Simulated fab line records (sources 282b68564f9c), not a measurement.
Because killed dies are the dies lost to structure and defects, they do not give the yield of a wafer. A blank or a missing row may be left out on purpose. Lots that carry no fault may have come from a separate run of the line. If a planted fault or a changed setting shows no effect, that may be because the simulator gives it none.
Problem report, 8D (eight disciplines) form, completed by code :: flow rit-cmos :: the parts of the form that need people (team, actions taken, sign-off) are left out

## 1. WHAT IS WRONG
spin-speed-rpm at RIT_PWELL_COAT_01 reads a mean of 1877.8 rpm on 6 wafers of 2 lots; wafers without a fault read 1999.9 rpm with a standard deviation of 1.3. That is -94 standard deviations from the usual mean.
The step: resist thk 1300 nm.
The first sign was on wafer L125.1 at day 3 23:16, on litho-track-04. At this step, 18 wafers from 6 lots have a number in the record. The rule behind "out" and "out of limits": a value lying over 4 standard deviations away from the usual mean. All remaining wafers that have a number are taken as sound.

## 2. WHAT IT IS, WHAT IT ISN'T
question: which readings at this step
is: spin-speed-rpm
is not: -

question: which lots
is: L125, L131
is not: L117, L119, L134, L138

question: which wafers of those lots
is: all that have a number
is not: -

question: read on which tools
is: litho-track-04
is not: litho-track-01, litho-track-03

question: when
is: from day 3 23:16
is not: up to then (6 sound wafers); but 6 sound wafers of L134, L138 came after

## 3. THE SUSPECTS, EACH WITH WHAT RULES IT OUT
Counting: a tool stays on the suspect list if, at a process step up to the reading, it processed all lots that are out and no sound lot following the first of them.
- litho-track-04 at RIT_PWELL_COAT_01 (resist thk 1300 nm): kept. It ran every lot that is out, first L125 (day 3 23:16), and no sound lot after that; its last sound lot up to then is L119 (day 2 12:20). On those wafers its own readings are out: spin-speed-rpm.
Left after counting: litho-track-04 at RIT_PWELL_COAT_01.

## 4. THE CAUSE (what the simulator had put in)
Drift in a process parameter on litho-track-04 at RIT_PWELL_COAT_01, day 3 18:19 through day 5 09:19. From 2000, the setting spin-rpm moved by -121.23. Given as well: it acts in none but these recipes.
Counting left only this tool.

## 5. THE EFFECT CHAIN, in route order
One row per reading whose mean, taken over the struck wafers that have a number, lies over 3 standard deviations from the usual. Readings are gone through only where the record gives a usual standard deviation; hours: the median, over the lots, of the time from a lot's start at the first step in this table giving one to that lot's start at this step; sigmas: the change measured in usual standard deviations.
hours: 0
step: RIT_PWELL_COAT_01
reading: spin-speed-rpm
usual: 1999.9 rpm
on struck wafers: 1877.8
change: -122.1
sigmas: -94
It contains these process steps:
- RIT_PWELL_COAT_01: resist thk 1300 nm.
At these later measuring or inspecting steps, every struck wafer for which the step has a row has a number for every such reading, and none has moved that far: RIT_PWELL_OVL_MEAS_06.

## 6. WHAT WOULD HAVE CAUGHT IT SOONER
First out-of-limits reading in this record: day 3 23:16, which is 5 hours after fault onset at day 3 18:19.
